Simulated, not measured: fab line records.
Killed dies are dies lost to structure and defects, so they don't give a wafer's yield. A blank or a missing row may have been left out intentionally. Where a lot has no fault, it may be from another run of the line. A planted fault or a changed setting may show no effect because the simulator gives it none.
fab line records    flow berkeleyCmos170    part 1 of 2: steps 1 to 29 of 41
record lots=5  wafers=15  lastDay=11
route steps=331 shown PWELL@39 WELLDRIVE@55 ACTIVE@60 PFIELD@79
lots untouched by any fault: they come from a run of this same line in which no faults occurred
startH: start of the lot's first displayed wafer, in hours after the record's first day    waitH: time in hours since the lot's previous step    " the same as in the row above    L1.1+2: a single row standing in for several wafers    - no value, or no start was given    * or withheld: withheld    < > ~ a bound
route shown NAME@n: a module of which the file shows steps, and the number in the route of the first    usual: average and standard deviation across the fault-free wafers    same: alike in all rows    chamber/n: place in a boat    sites: the reading at each site    _std_site: the values' standard deviation    _edge_site: mean of outer sites minus mean of inner sites    radiusMm: how far each site lies from the wafer's centre    mask NAME#n: copy n    behind: tool/chamber where the wafer was last shaped    hold: the reason the lot was held/the length of the hold in hours/how it ended    device: which transistor (n, p or np) failed to switch    end of line: the tests these same wafers got at the end of their route    a step without rows: its recipe alone    killed: dies lost to structure and defects at the first sort, not the wafer's yield    map: a wafer's dies, x killed, . not, _ none there
set.NAME: setting as actually run; set.NAME@STEP: the setting as run at that earlier step    model.NAME: the simulator's own value behind a step, which no gauge read
lots seen at some steps along the route; tables by step, rows by wafer
services: from which hour (startH, from the record's first day; less than 0 if before it) a tool's chamber was out of use, for how many hours, and why
## steps
# step UCB170_PWELL_CVD_05
# recipe material=Si3N4  targetThkNm=220  tempC=800  precursor=SiH2Cl2/NH3  timeS=3300  pressureMtorr=200  sih2cl2FlowSccm=25  nh3FlowSccm=75
# usual spikeTcLoadC=827/3.7  zonePowerCentrePct=36.5/1.3  zonePowerSourcePct=20.1/1.2
lot.wafer  tool      chamber  startH  waitH  spikeTcLoadC  zonePowerCentrePct  zonePowerSourcePct
L077.1     lpcvd-02  0        71.58   0.0    830           38.6                18.1
L077.2     "         0        "       "      829           39.2                18.6
L077.6     "         0        "       "      831           38.9                18.6
L081.1     lpcvd-01  0        79.62   0.2    826           36.2                21.6
L081.2     "         0        "       "      823           36.2                21.3
L081.3     "         0        "       "      824           36.0                21.2
L080.1     lpcvd-02  0        87.65   0.4    830           38.3                18.6
L080.3     "         0        "       "      831           38.5                18.5
L080.4     "         0        "       "      830           38.3                18.4
L084.1     lpcvd-01  1        96.40   0.0    823           36.0                21.1
L084.2     "         1        "       "      821           36.9                21.0
L084.4     "         1        "       "      821           35.8                21.1
L087.1     lpcvd-01  1        112.96  0.6    822           35.9                21.1
L087.2     "         1        "       "      822           35.9                21.0
L087.3     "         1        "       "      823           36.1                21.2
# step UCB170_PWELL_THK_MEAS_06
# recipe reads=Si3N4_of_PWELL_CVD_05
# usual PWELL_NITRIDE_THK=220.6/2.6
lot.wafer  tool          chamber  startH  waitH  PWELL_NITRIDE_THK[nm]
L077.1     filmMetro-03  -        73.49   0.0    220.2
L077.2     "             -        "       "      219.6
L077.6     "             -        "       "      219.3
L081.1     filmMetro-03  -        81.54   0.0    225.3
L081.2     "             -        "       "      223.9
L081.3     "             -        "       "      223.6
L080.1     filmMetro-03  -        89.57   0.0    216.9
L080.3     "             -        "       "      214.8
L080.4     "             -        "       "      216.5
L084.1     filmMetro-03  -        98.31   0.0    220.3
L084.2     "             -        "       "      222.5
L084.4     "             -        "       "      219.4
L087.1     filmMetro-03  -        114.88  0.0    222.2
L087.2     "             -        "       "      223.1
L087.3     "             -        "       "      223.1
# step UCB170_PWELL_HMDS_07
# recipe primeTimeS=60  primeTempC=100
lot.wafer   tool           chamber  startH  waitH
L077.1+2+6  lithoTrack-04  0        73.68   0.2
L081.1+2+3  lithoTrack-02  0        82.03   0.5
L080.1+3+4  lithoTrack-04  0        90.23   0.7
L084.1+2+4  lithoTrack-02  0        98.39   0.1
L087.1+2+3  lithoTrack-04  0        114.94  0.1
# step UCB170_PWELL_COAT_08
# recipe resist=KrF  spinRpm=1500  resistThkNm=900
lot.wafer   tool           chamber  startH  waitH
L077.1+2+6  lithoTrack-04  0        73.83   0.1
L081.1+2+3  lithoTrack-02  0        82.18   0.1
L080.1+3+4  lithoTrack-04  0        90.38   0.1
L084.1+2+4  lithoTrack-02  0        98.54   0.1
L087.1+2+3  lithoTrack-04  0        115.09  0.1
# step UCB170_PWELL_SOFTBAKE_09
# recipe resist=KrF  tempC=130  timeS=60
lot.wafer   tool           chamber  startH  waitH
L077.1+2+6  lithoTrack-04  0        73.98   0.1
L081.1+2+3  lithoTrack-02  0        82.33   0.1
L080.1+3+4  lithoTrack-04  0        90.53   0.1
L084.1+2+4  lithoTrack-02  0        98.69   0.1
L087.1+2+3  lithoTrack-04  0        115.24  0.1
# step UCB170_PWELL_EXPOSE_10
# recipe maskId=PWELL  targetCdNm=3000  na=0.5  sigmaOuter=0.6  sourceShape=conventional  doseMj=19
# same na=0.5
lot.wafer   tool           chamber  startH  waitH  mask
L077.1+2+6  krfScanner-01  0        74.26   0.2    PWELL#0
L081.1+2+3  krfScanner-02  0        82.60   0.2    PWELL#0
L080.1+3+4  krfScanner-02  0        91.20   0.6    PWELL#0
L084.1+2+4  krfScanner-02  0        99.06   0.3    PWELL#0
L087.1+2+3  krfScanner-01  0        115.63  0.4    PWELL#0
# step UCB170_PWELL_PEB_11
# recipe pebTempC=130  pebTimeS=withheld  resist=KrF
lot.wafer   tool           chamber  startH  waitH
L077.1+2+6  lithoTrack-02  0        74.76   0.5
L081.1+2+3  lithoTrack-01  0        82.81   0.2
L080.1+3+4  lithoTrack-04  0        91.56   0.3
L084.1+2+4  lithoTrack-02  0        99.39   0.3
L087.1+2+3  lithoTrack-02  0        115.75  0.1
# step UCB170_PWELL_DEVELOP_12
# recipe developer=TMAH  developTimeS=45  resist=KrF  devTempC=21
lot.wafer   tool           chamber  startH  waitH
L077.1+2+6  lithoTrack-02  0        -       -
L081.1+2+3  lithoTrack-01  0        -       -
L080.1+3+4  lithoTrack-04  0        -       -
L084.1+2+4  lithoTrack-02  0        -       -
L087.1+2+3  lithoTrack-02  0        -       -
# step UCB170_PWELL_OVL_MEAS_13
# usual PWELL_OVL=-1/5.3
lot.wafer  tool        chamber  startH  waitH  PWELL_OVL[nm]
L077.1     overlay-01  -        75.03   -      -3
L077.2     "           -        "       "      -1
L077.6     "           -        "       "      -8
L081.1     overlay-02  -        83.09   -      2
L081.2     "           -        "       "      -3
L081.3     "           -        "       "      6
L080.1     overlay-02  -        91.84   -      3
L080.3     "           -        "       "      1
L080.4     "           -        "       "      5
L084.1     overlay-02  -        99.66   -      -2
L084.2     "           -        "       "      -14
L084.4     "           -        "       "      -5
L087.1     overlay-02  -        116.02  -      -7
L087.2     "           -        "       "      3
L087.3     "           -        "       "      -4
# step UCB170_PWELL_ETCH_14
# recipe chemistry=CH3F/Ar/O2  target=Si3N4  stopOn=SiO2  CH3F_flow_sccm=20  Ar_flow_sccm=50  O2_flow_sccm=7  pressureMtorr=50  rfW=450  targetDepthA=2420  overEtchFrac=0.1  timeS=151
# usual CH3F_flow_sccm=20.00/0.058  drypumpMotorCurrentA=5.7/0.54  oesProductAu=0.936/0.017  throttleValvePct=8.04/0.08
# same overEtchFrac=0.1
lot.wafer  tool        chamber  startH  waitH  CH3F_flow_sccm  drypumpMotorCurrentA  oesProductAu  rfHoursCounterH  throttleValvePct
L077.1     rieDiel-01  2        75.07   0.0    20.04           5.8                   0.936         158              7.87
L077.2     "           1        "       "      19.95           5.3                   0.919         147              8.06
L077.6     "           2        "       "      20.02           5.8                   0.935         -                7.87
L081.1     rieDiel-01  2        83.12   0.0    19.99           5.8                   0.950         159              7.88
L081.2     "           0        "       "      19.98           5.3                   0.939         40               8.16
L081.3     "           1        "       "      20.03           5.3                   0.931         147              8.06
L080.1     rieDiel-04  2        91.88   0.0    19.99           5.2                   0.957         30               7.96
L080.3     "           1        "       "      19.99           6.3                   0.926         127              8.03
L080.4     "           3        "       "      20.08           6.1                   0.931         102              8.04
L084.1     rieDiel-01  2        99.70   0.0    20.03           5.8                   0.940         159              7.87
L084.2     "           1        "       "      20.04           5.3                   0.926         148              8.07
L084.4     "           0        "       "      20.02           5.3                   0.933         41               8.15
L087.1     rieDiel-04  1        116.06  0.0    19.98           6.3                   0.935         128              8.06
L087.2     "           3        "       "      19.95           6.1                   0.956         103              8.05
L087.3     "           2        "       "      19.96           5.2                   0.977         31               7.98
# step UCB170_PWELL_IMPLANT_15
# recipe species=B  doseCm2=5e+12  energyKev=60  tiltDeg=7
# usual faradayCurrentUA=15.9/0.34
# same implantIonAmu=11
lot.wafer  tool          chamber  startH  waitH  faradayCurrentUA
L077.1     implanter-02  0        75.17   0.1    16.1
L077.2     "             0        "       "      16.1
L077.6     "             0        "       "      16.3
L081.1     implanter-02  0        83.22   0.1    15.6
L081.2     "             0        "       "      16.2
L081.3     "             0        "       "      15.3
L080.1     implanter-02  0        91.98   0.1    16.1
L080.3     "             0        "       "      16.0
L080.4     "             0        "       "      16.0
L084.1     implanter-04  0        99.80   0.1    16.3
L084.2     "             0        "       "      15.7
L084.4     "             0        "       "      15.7
L087.1     implanter-01  0        116.16  0.1    15.5
L087.2     "             0        "       "      15.5
L087.3     "             0        "       "      15.4
# step UCB170_PWELL_STRIP_16
# recipe chemistry=O2  powerW=400  pressureMtorr=3500  platenTempC=withheld  o2FlowSccm=400  overashFraction=0.5
# usual drypumpMotorCurrentA=5.7/0.63  oesProductAu=0.721/0.0046  stripTimeToEndpointS=18.12/0.082
lot.wafer  tool            chamber  startH  waitH  drypumpMotorCurrentA  oesProductAu  rfHoursCounterH  stripTimeToEndpointS
L077.1     plasmaAsher-03  0        75.32   0.1    6.3                   0.713         29               18.16
L077.2     "               1        "       "      4.8                   0.723         29               18.26
L077.6     "               0        "       "      6.3                   0.729         -                18.17
L081.1     plasmaAsher-03  1        83.37   0.1    4.8                   0.719         30               18.16
L081.2     "               0        "       "      6.3                   0.725         30               18.09
L081.3     "               0        "       "      6.3                   0.716         -                18.21
L080.1     plasmaAsher-04  1        92.13   0.1    6.6                   0.728         40               18.07
L080.3     "               1        "       "      6.6                   0.718         -                18.05
L080.4     "               0        "       "      5.0                   0.717         -                18.11
L084.1     plasmaAsher-03  1        99.95   0.1    4.8                   0.720         33               18.08
L084.2     "               0        "       "      6.3                   0.714         33               18.13
L084.4     "               0        "       "      6.3                   0.725         -                18.11
L087.1     plasmaAsher-04  1        116.31  0.1    6.6                   0.722         44               18.10
L087.2     "               0        "       "      5.0                   0.722         44               18.01
L087.3     "               1        "       "      6.6                   0.712         -                17.98
# step UCB170_PWELL_TW_MEAS_17
# usual PWELL_TW=380/3
lot.wafer  tool          chamber  startH  waitH  PWELL_TW
L077.1     filmMetro-03  -        75.42   0.1    379
L077.2     "             -        "       "      378
L077.6     "             -        "       "      377
L081.1     filmMetro-03  -        83.47   0.1    380
L081.2     "             -        "       "      376
L081.3     "             -        "       "      376
L080.1     filmMetro-01  -        92.23   0.1    381
L080.3     "             -        "       "      379
L080.4     "             -        "       "      376
L084.1     filmMetro-01  -        100.12  0.1    381
L084.2     "             -        "       "      380
L084.4     "             -        "       "      380
L087.1     filmMetro-01  -        116.41  0.1    383
L087.2     "             -        "       "      381
L087.3     "             -        "       "      381
# step UCB170_PWELL_CLEAN_18
# recipe chemistry=SPM  tempC=120  timeS=600
lot.wafer   tool         chamber  startH  waitH
L077.1+2+6  wetBench-02  0        77.13   1.7
L081.1+2+3  wetBench-04  2        84.53   1.1
L080.1+3+4  wetBench-04  1        93.58   1.3
L084.1+2+4  wetBench-02  2        100.60  0.5
L087.1+2+3  wetBench-03  2        116.52  0.1
# step UCB170_PWELL_WET_ETCH_19
# recipe chemistry=H3PO4  target=Si3N4  tempC=160  timeS=14400
lot.wafer   tool         chamber  startH  waitH
L077.1+2+6  wetBench-02  3        77.32   0.0
L081.1+2+3  wetBench-04  1        85.07   0.4
L080.1+3+4  wetBench-04  3        93.75   0.0
L084.1+2+4  wetBench-02  0        101.19  0.4
L087.1+2+3  wetBench-03  1        116.69  0.0
# step UCB170_PWELL_WET_ETCH_20
# recipe chemistry=BOE  dilution=5:1  target=SiO2  tempC=25  timeS=22
lot.wafer   tool         chamber  startH  waitH
L077.1+2+6  wetBench-04  0        84.21   2.9
L081.1+2+3  wetBench-04  1        89.08   0.0
L080.1+3+4  wetBench-04  3        98.11   0.3
L084.1+2+4  wetBench-02  0        105.20  0.0
L087.1+2+3  wetBench-02  3        120.70  0.0
# step UCB170_WELLDRIVE_CLEAN_00
# recipe chemistry=SPM  tempC=120  timeS=600
lot.wafer   tool         chamber  startH  waitH
L077.1+2+6  wetBench-04  3        84.72   0.5
L081.1+2+3  wetBench-04  0        89.09   0.0
L080.1+3+4  wetBench-04  1        98.48   0.3
L084.1+2+4  wetBench-02  3        105.39  0.2
L087.1+2+3  wetBench-03  3        120.71  0.0
# step UCB170_WELLDRIVE_OXIDATION_01
# recipe tempC=1100  ambient=O2  targetThkA=1990  oxTimeS=9000
# usual spikeTcLoadC=1124.9/1.6  zonePowerCentrePct=54/5.5  zonePowerSourcePct=43.5/1.2
lot.wafer  tool        chamber  startH  waitH  spikeTcLoadC  zonePowerCentrePct  zonePowerSourcePct
L077.1     furnace-02  0        87.07   2.2    1125.8        49                  44.9
L077.2     "           0        "       "      1124.6        48                  44.9
L077.6     "           0        "       "      1126.8        48                  45.6
L081.1     furnace-01  0        92.66   3.4    1125.4        59                  42.5
L081.2     "           0        "       "      1125.2        61                  43.0
L081.3     "           0        "       "      1126.4        61                  43.0
L080.1     furnace-04  0        100.43  1.8    1120.8        51                  42.0
L080.3     "           0        "       "      1123.5        52                  42.4
L080.4     "           0        "       "      1124.0        50                  43.2
L084.1     furnace-01  0        105.93  0.4    1126.4        60                  43.2
L084.2     "           0        "       "      1125.6        59                  42.6
L084.4     "           0        "       "      1123.6        60                  43.6
L087.1     furnace-02  0        124.40  3.5    1124.7        48                  45.3
L087.2     "           0        "       "      1124.0        48                  44.8
L087.3     "           0        "       "      1124.6        48                  45.9
# step UCB170_WELLDRIVE_THK_MEAS_02
# recipe reads=SiO2_of_WELLDRIVE_OXIDATION_01
# usual WELLDRIVE_OXIDE_THK=198/4.5
lot.wafer  tool          chamber  startH  waitH  WELLDRIVE_OXIDE_THK[nm]
L077.1     filmMetro-02  -        90.57   0.0    200
L077.2     "             -        "       "      194
L077.6     "             -        "       "      195
L081.1     filmMetro-04  -        96.16   0.0    200
L081.2     "             -        "       "      200
L081.3     "             -        "       "      200
L080.1     filmMetro-03  -        103.98  0.0    190
L080.3     "             -        "       "      190
L080.4     "             -        "       "      193
L084.1     filmMetro-03  -        109.45  0.0    200
L084.2     "             -        "       "      201
L084.4     "             -        "       "      200
L087.1     filmMetro-02  -        127.90  0.0    198
L087.2     "             -        "       "      199
L087.3     "             -        "       "      201
# step UCB170_WELLDRIVE_ANNEAL_03
# recipe tempC=1100  timeS=900  ambient=N2
# usual spikeTcLoadC=1123.8/2.3  zonePowerCentrePct=51/3.2  zonePowerSourcePct=43.8/1.2
lot.wafer  tool        chamber  startH  waitH  spikeTcLoadC  zonePowerCentrePct  zonePowerSourcePct
L077.1     furnace-02  0        94.42   3.8    1125.1        49                  44.4
L077.2     "           0        "       "      1127.0        48                  45.4
L077.6     "           0        "       "      1124.1        49                  44.9
L081.1     furnace-02  0        100.00  3.8    1125.1        49                  45.3
L081.2     "           0        "       "      1125.1        48                  44.8
L081.3     "           0        "       "      1126.3        48                  45.4
L080.1     furnace-02  0        108.03  4.0    1124.2        48                  44.7
L080.3     "           0        "       "      1126.0        49                  44.6
L080.4     "           0        "       "      1125.6        49                  44.9
L084.1     furnace-04  0        112.28  2.8    1121.0        52                  42.7
L084.2     "           0        "       "      1121.9        52                  42.6
L084.4     "           0        "       "      1123.2        51                  42.1
L087.1     furnace-01  0        132.61  4.7    1124.9        60                  43.2
L087.2     "           0        "       "      1124.6        59                  43.2
L087.3     "           0        "       "      1125.8        61                  43.0
# step UCB170_WELLDRIVE_WET_ETCH_04
# recipe chemistry=BOE  dilution=5:1  target=SiO2  tempC=25  timeS=120
lot.wafer   tool         chamber  startH  waitH
L077.1+2+6  wetBench-02  0        95.67   0.0
L081.1+2+3  wetBench-03  2        101.80  0.5
L080.1+3+4  wetBench-03  1        109.28  0.0
L084.1+2+4  wetBench-04  0        113.53  0.0
L087.1+2+3  wetBench-02  1        136.11  2.2
# step UCB170_ACTIVE_CLEAN_00
# recipe chemistry=SPM  tempC=120  timeS=600
lot.wafer   tool         chamber  startH  waitH
L077.1+2+6  wetBench-02  0        95.78   0.1
L081.1+2+3  wetBench-04  3        103.01  1.2
L080.1+3+4  wetBench-04  1        109.33  0.0
L084.1+2+4  wetBench-04  2        113.57  0.0
L087.1+2+3  wetBench-02  0        136.74  0.6
# step UCB170_ACTIVE_CLEAN_01
# recipe chemistry=dHF  dilution=25:1  timeS=60
lot.wafer   tool         chamber  startH  waitH
L077.1+2+6  wetBench-02  1        95.97   0.0
L081.1+2+3  wetBench-04  2        103.55  0.4
L080.1+3+4  wetBench-03  2        109.50  0.0
L084.1+2+4  wetBench-03  2        113.84  0.1
L087.1+2+3  wetBench-02  1        137.32  0.4
# step UCB170_ACTIVE_OXIDATION_02
# recipe tempC=1000  ambient=O2  targetThkA=264  oxTimeS=1260
# usual spikeTcLoadC=1023.0/2.1  zonePowerCentrePct=46/4.1  zonePowerSourcePct=34.6/1
lot.wafer  tool        chamber  startH  waitH  spikeTcLoadC  zonePowerCentrePct  zonePowerSourcePct
L077.1     furnace-01  0        98.91   2.9    1022.2        53                  33.9
L077.2     "           0        "       "      1022.2        53                  33.6
L077.6     "           0        "       "      1025.0        52                  33.9
L081.1     furnace-02  0        106.68  3.1    1023.8        42                  35.7
L081.2     "           0        "       "      1025.9        43                  35.5
L081.3     "           0        "       "      1024.1        43                  35.9
L080.1     furnace-01  0        112.34  2.8    1023.1        54                  34.5
L080.3     "           0        "       "      1023.1        54                  33.7
L080.4     "           0        "       "      1024.2        53                  33.5
L084.1     furnace-04  0        117.61  3.7    1021.9        47                  33.7
L084.2     "           0        "       "      1021.8        47                  33.7
L084.4     "           0        "       "      1018.9        46                  33.3
L087.1     furnace-01  0        139.71  2.4    1024.2        53                  33.6
L087.2     "           0        "       "      1024.5        54                  33.5
L087.3     "           0        "       "      1024.8        53                  34.3
# step UCB170_ACTIVE_THK_MEAS_03
# recipe reads=SiO2_of_ACTIVE_OXIDATION_02
# usual ACTIVE_OXIDE_THK=26.3/0.53
lot.wafer  tool          chamber  startH  waitH  ACTIVE_OXIDE_THK[nm]
L077.1     filmMetro-02  -        100.26  0.0    26.8
L077.2     "             -        "       "      26.7
L077.6     "             -        "       "      26.5
L081.1     filmMetro-04  -        108.03  0.0    26.4
L081.2     "             -        "       "      26.7
L081.3     "             -        "       "      26.4
L080.1     filmMetro-01  -        113.69  0.0    26.8
L080.3     "             -        "       "      26.8
L080.4     "             -        "       "      26.9
L084.1     filmMetro-02  -        118.96  0.0    26.3
L084.2     "             -        "       "      26.2
L084.4     "             -        "       "      26.3
L087.1     filmMetro-01  -        141.06  0.0    27.0
L087.2     "             -        "       "      26.9
L087.3     "             -        "       "      26.4
# step UCB170_ACTIVE_ANNEAL_04
# recipe tempC=1000  timeS=900  ambient=N2
# usual spikeTcLoadC=1023.0/2.3  zonePowerCentrePct=46/3.7  zonePowerSourcePct=34.6/0.96
lot.wafer  tool        chamber  startH  waitH  spikeTcLoadC  zonePowerCentrePct  zonePowerSourcePct
L077.1     furnace-02  0        102.58  2.3    1024.5        42                  35.7
L077.2     "           0        "       "      1024.1        43                  35.3
L077.6     "           0        "       "      1025.7        43                  35.5
L081.1     furnace-04  0        111.03  3.0    1020.7        46                  34.1
L081.2     "           0        "       "      1019.3        46                  33.5
L081.3     "           0        "       "      1018.6        46                  34.2
L080.1     furnace-02  0        116.80  3.1    1025.5        43                  35.7
L080.3     "           0        "       "      1024.0        43                  35.6
L080.4     "           0        "       "      1022.7        43                  35.2
L084.1     furnace-02  0        121.90  2.9    1026.0        42                  35.6
L084.2     "           0        "       "      1025.8        43                  35.1
L084.4     "           0        "       "      1024.5        43                  35.2
L087.1     furnace-01  0        148.33  7.3    1024.6        54                  33.9
L087.2     "           0        "       "      1024.5        52                  33.9
L087.3     "           0        "       "      1026.1        53                  33.9
# step UCB170_ACTIVE_CVD_05
# recipe material=Si3N4  targetThkNm=220  tempC=800  precursor=SiH2Cl2/NH3  timeS=3300  pressureMtorr=200  sih2cl2FlowSccm=25  nh3FlowSccm=75
# usual spikeTcLoadC=826/4.1  zonePowerCentrePct=36.9/1.3  zonePowerSourcePct=19.9/1.2
lot.wafer  tool      chamber  startH  waitH  spikeTcLoadC  zonePowerCentrePct  zonePowerSourcePct
L077.1     lpcvd-01  1        103.83  0.0    820           36.2                21.3
L077.2     "         1        "       "      823           36.5                21.4
L077.6     "         1        "       "      820           36.6                20.9
L081.1     lpcvd-02  0        112.28  0.0    831           38.0                18.6
L081.2     "         0        "       "      831           38.3                18.6
L081.3     "         0        "       "      830           38.4                18.6
L080.1     lpcvd-02  1        118.05  0.0    831           35.2                19.6
L080.3     "         1        "       "      831           35.0                19.9
L080.4     "         1        "       "      831           35.1                19.7
L084.1     lpcvd-02  0        123.15  0.0    829           38.6                18.5
L084.2     "         0        "       "      829           39.0                18.5
L084.4     "         0        "       "      829           38.3                18.5
L087.1     lpcvd-01  0        149.58  0.0    825           36.1                21.4
L087.2     "         0        "       "      825           35.6                21.6
L087.3     "         0        "       "      824           36.4                21.3
# step UCB170_ACTIVE_THK_MEAS_06
# recipe reads=Si3N4_of_ACTIVE_CVD_05
# usual ACTIVE_NITRIDE_THK=220.5/2.3
lot.wafer  tool          chamber  startH  waitH  ACTIVE_NITRIDE_THK[nm]
L077.1     filmMetro-02  -        105.75  0.0    225.4
L077.2     "             -        "       "      226.0
L077.6     "             -        "       "      226.4
L081.1     filmMetro-02  -        114.20  0.0    219.7
L081.2     "             -        "       "      219.1
L081.3     "             -        "       "      220.2
L080.1     filmMetro-01  -        119.97  0.0    217.7
L080.3     "             -        "       "      216.9
L080.4     "             -        "       "      218.5
L084.1     filmMetro-01  -        125.31  0.2    217.9
L084.2     "             -        "       "      217.3
L084.4     "             -        "       "      216.5
L087.1     filmMetro-04  -        151.49  0.0    220.5
L087.2     "             -        "       "      220.7
L087.3     "             -        "       "      220.8
# step UCB170_ACTIVE_HMDS_07
# recipe primeTimeS=60  primeTempC=100
lot.wafer   tool           chamber  startH  waitH
L077.1+2+6  lithoTrack-02  0        106.52  0.8
L081.1+2+3  lithoTrack-04  0        114.34  0.1
L080.1+3+4  lithoTrack-04  0        120.77  0.8
L084.1+2+4  lithoTrack-02  0        125.45  0.1
L087.1+2+3  lithoTrack-03  0        152.00  0.5
